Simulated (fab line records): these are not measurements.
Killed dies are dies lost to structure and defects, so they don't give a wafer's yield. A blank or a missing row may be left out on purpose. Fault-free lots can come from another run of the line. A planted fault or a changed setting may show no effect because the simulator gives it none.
The tool behind it: which one? | flow berkeley cmos170 | 21 wafers sampled from 7 lots at 1 step of a route of 331

== WHAT THE GAUGES SHOWED, per wafer ==
UCB170_SDANNEAL_RS_MEAS_03: uses a four-point probe to measure.
lot  | measured     | on            | NSD_RS (ohm/sq)
L207 | day 8 22:20  | film metro-02 | 37.74 37.72 37.77
L204 | day 8 22:49  | film metro-03 | 37.57 37.55 37.47
L210 | day 9 02:47  | film metro-02 | 37.65 37.56 37.60
L213 | day 9 21:22  | film metro-02 | 37.72 37.64 37.75
L215 | day 10 09:49 | film metro-04 | 37.72 37.67 37.71
L221 | day 12 03:28 | film metro-03 | 37.72 37.80 37.77
L224 | day 13 09:50 | film metro-03 | 37.62 37.72 37.60

== TOOL THAT RAN EACH LOT (tool first, then ch and the chambers of the sampled wafers, then the start) ==
There is no process step in the record ahead of these readings.

== THE ANSWER, worked out from the rows above alone ==
Rule: usual is defined by the lots themselves. Put in order of their means at a reading, lots are off if they are a third of the lots or fewer, leave a main group of 4 or more, and stand apart from it by a gap of 3 or more times the standard deviation of the main group's means; of several such gaps the widest counts. A main group is skipped when, at the precision printed for the reading in the tables above, its means are all equal. A lot without any number at a reading at which 4 lots or more have one is off too. All remaining lots with rows at the step are treated as sound.
None of the lots is off at any reading shown; this tells nothing.

== WHAT THE SIMULATOR HAD INSERTED ==
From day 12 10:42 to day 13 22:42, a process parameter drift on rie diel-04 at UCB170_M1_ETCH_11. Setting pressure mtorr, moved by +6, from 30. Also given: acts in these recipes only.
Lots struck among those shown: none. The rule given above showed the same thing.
